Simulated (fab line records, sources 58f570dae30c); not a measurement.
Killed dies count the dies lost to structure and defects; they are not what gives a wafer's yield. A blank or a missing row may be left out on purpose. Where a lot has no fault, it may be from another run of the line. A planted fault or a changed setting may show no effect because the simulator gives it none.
Which of the tools did it? / flow berkeley cmos170 / 6 lots with 18 wafers sampled at 2 steps, on a route of 331 steps

WHAT THE GAUGES SHOWED, per wafer
UCB170_M3_RS_MEAS_02: measures by four-point-probe.
lot=L800; measured=day 8 06:01; on=film metro-01; M3_AL_RS (ohm/sq)=0.03214 0.03196 0.03239
lot=L802; measured=day 8 15:35; on=film metro-01; M3_AL_RS (ohm/sq)=0.0318 0.03176 0.03176
lot=L805; measured=day 9 08:28; on=film metro-04; M3_AL_RS (ohm/sq)=0.03202 0.03196 0.03218
lot=L810; measured=day 10 10:31; on=film metro-01; M3_AL_RS (ohm/sq)=0.03219 0.03234 0.03217
lot=L808; measured=day 10 11:26; on=film metro-02; M3_AL_RS (ohm/sq)=0.03244 0.03202 0.03208
lot=L812; measured=day 11 06:27; on=film metro-04; M3_AL_RS (ohm/sq)=0.03264 0.03253 0.03247

TOOL THAT RAN EACH LOT (tool first, then ch and the chambers of the sampled wafers, then the start)
lot=L800; UCB170_M3_SPUTTER_01=pvd sputter-01, day 8 05:53
lot=L802; UCB170_M3_SPUTTER_01=pvd sputter-03, day 8 15:30
lot=L805; UCB170_M3_SPUTTER_01=pvd sputter-03, day 9 08:20
lot=L810; UCB170_M3_SPUTTER_01=pvd sputter-04, day 10 10:20
lot=L808; UCB170_M3_SPUTTER_01=pvd sputter-04, day 10 11:20
lot=L812; UCB170_M3_SPUTTER_01=pvd sputter-01, day 11 06:22
- UCB170_M3_SPUTTER_01: material Al, target thk 900 nm, time 120 s.

THE ANSWER, worked out from the rows above alone
Rule: what is usual is taken from the lots themselves. The widest of any qualifying gaps counts: lots, ordered by their means at a reading, are off when they make up no more than a third of the lots, leave a main group of 4 or more, and stand apart from it by 3 or more times the standard deviation of that group's means. Not used: any main group whose means are identical at the precision the tables above print for the reading. Also off: a lot with no number at a reading for which 4 or more lots have one. Any other lot the step has rows for is counted as sound.
No lot is off on any of the readings shown, so nothing can be concluded from this.

WHAT THE SIMULATOR PUT IN
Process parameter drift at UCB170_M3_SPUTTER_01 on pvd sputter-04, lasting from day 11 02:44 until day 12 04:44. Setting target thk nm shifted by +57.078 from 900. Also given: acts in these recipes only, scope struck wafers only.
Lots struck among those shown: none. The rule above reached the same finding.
